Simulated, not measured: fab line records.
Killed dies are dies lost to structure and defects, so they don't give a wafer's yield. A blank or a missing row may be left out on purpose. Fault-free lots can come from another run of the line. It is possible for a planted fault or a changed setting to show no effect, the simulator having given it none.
Split-lot experiment + flow rit_cmos + on a route of 202 steps: 5 lots, 23 wafers read

== ON THE SPLIT ==
At RIT_ACTIVE_COAT_06 (resist thk 1000 nm), the setting spin_rpm was moved away from the recipe's 3250 rpm on 4 of the 23 wafers read, by -7.1% to -5.1%. All remaining wafers had this setting at the recipe value.

== FROM THE SPLIT TO THE READING: what the file shows between them, 3 steps ==
- RIT_ACTIVE_SOFTBAKE_07: time 60 s
- RIT_ACTIVE_EXPOSE_08: exposes mask M1, target cd 1400 nm
- RIT_ACTIVE_DEVELOP_10: develop time 50 s

== THE READING ==
NOVOLAK_of_ACTIVE_COAT_06.thk_nm (the simulator's own value, which no gauge read), in nm, at RIT_ACTIVE_HARDBAKE_12 (time 60 s). There is no usual value for it anywhere in the file. Here, 19 wafers ran the recipe; their average is 886.9 nm with a standard deviation of 1.8 nm.

| wafer  | tool, chamber at the split | spin_rpm as run, rpm | against the recipe | NOVOLAK_of_ACTIVE_COAT_06.thk_nm, nm | against lot-mates on the recipe |
|--------|----------------------------|----------------------|--------------------|--------------------------------------|---------------------------------|
| L075.1 | litho_track-02, 0          | 3250                 | recipe             | 890.4                                | -                               |
| L075.2 | litho_track-02, 0          | 3250                 | recipe             | 885.1                                | -                               |
| L075.3 | litho_track-02, 0          | 3250                 | recipe             | 885.2                                | -                               |
| L075.4 | litho_track-02, 0          | 3250                 | recipe             | 886.3                                | -                               |
| L075.5 | litho_track-02, 0          | 3250                 | recipe             | 885.6                                | -                               |
| L076.1 | litho_track-03, 0          | 3250                 | recipe             | 886                                  | -                               |
| L076.4 | litho_track-03, 0          | 3250                 | recipe             | 886                                  | -                               |
| L076.2 | litho_track-03, 0          | 3250                 | recipe             | 886.6                                | -                               |
| L076.3 | litho_track-03, 0          | 3019                 | -7.1%              | 916.7                                | +30.5                           |
| L076.6 | litho_track-03, 0          | 3019                 | -7.1%              | 917.3                                | +31.1                           |
| L078.1 | litho_track-03, 0          | 3084                 | -5.1%              | 910.9                                | +25.9                           |
| L078.2 | litho_track-03, 0          | 3084                 | -5.1%              | 909.4                                | +24.4                           |
| L078.3 | litho_track-03, 0          | 3250                 | recipe             | 884.1                                | -                               |
| L078.4 | litho_track-03, 0          | 3250                 | recipe             | 885.3                                | -                               |
| L078.6 | litho_track-03, 0          | 3250                 | recipe             | 885.5                                | -                               |
| L079.1 | litho_track-02, 0          | 3250                 | recipe             | 889.1                                | -                               |
| L079.3 | litho_track-02, 0          | 3250                 | recipe             | 889.1                                | -                               |
| L079.2 | litho_track-02, 0          | 3250                 | recipe             | 889.9                                | -                               |
| L079.4 | litho_track-02, 0          | 3250                 | recipe             | 889.4                                | -                               |
| L079.6 | litho_track-02, 0          | 3250                 | recipe             | 888.2                                | -                               |
| L082.1 | litho_track-01, 0          | 3250                 | recipe             | 885.6                                | -                               |
| L082.2 | litho_track-01, 0          | 3250                 | recipe             | 887.4                                | -                               |
| L082.3 | litho_track-01, 0          | 3250                 | recipe             | 887.1                                | -                               |

FIT RESULTS
A straight line over all 23 wafers: NOVOLAK_of_ACTIVE_COAT_06.thk_nm changes by -4.33 nm for each +1% of spin_rpm; r = -0.99; the points scatter about the line by 1.8 nm.
The same after taking each lot's own level away (the mean of its wafers on the recipe; 23 wafers): -4.53 nm for each +1%; r = -0.99; scatter 1.3 nm.
The reading moves by 32 nm for the largest change in spin_rpm, on that fit.
The span of the lots' own levels, 884.97 to 889.14 nm, comes to 2.3 times the standard deviation stated above.
The two slopes agree, so the slope changes little with the lot-to-lot level.
Check: +33.1 nm against its lot-mates is what the line predicts for one of the wafers moved furthest among these (-7.1%) when that wafer is left out of the fit. It came out at +30.5 nm against them.

== FURTHER SPLITS ON THESE WAFERS ==
Other splits were also applied to these wafers ahead of the reading. Each is held against what the fit with the lots' levels taken away leaves over:
| other split on the same wafers    | wafers away from the commonest value | r with NOVOLAK_of_ACTIVE_COAT_06.thk_nm (lot level and that fit taken away) |
|-----------------------------------|--------------------------------------|-----------------------------------------------------------------------------|
| RIT_ACTIVE_OXIDATION_01 ox_time_s | 18                                   | +0.06                                                                       |

== THE WHOLE CHAIN: every reading that the file lists as answering this split, in the file's order ==
| step                   | what it does       | reading                                                                           | change (the file's fit)              | r (the file's) |
|------------------------|--------------------|-----------------------------------------------------------------------------------|--------------------------------------|----------------|
| RIT_ACTIVE_COAT_06     | resist thk 1000 nm | NOVOLAK_of_ACTIVE_COAT_06.thk_nm (the simulator's own value, which no gauge read) | -5.19 nm for each +1% of the setting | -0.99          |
| RIT_ACTIVE_HARDBAKE_12 | time 60 s          | NOVOLAK_of_ACTIVE_COAT_06.thk_nm (the simulator's own value, which no gauge read) | -4.54 nm for each +1% of the setting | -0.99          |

== FILE'S OWN FIT ==
NOVOLAK_of_ACTIVE_COAT_06.thk_nm changes by -4.54 nm for each +1% of spin_rpm, r = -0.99.
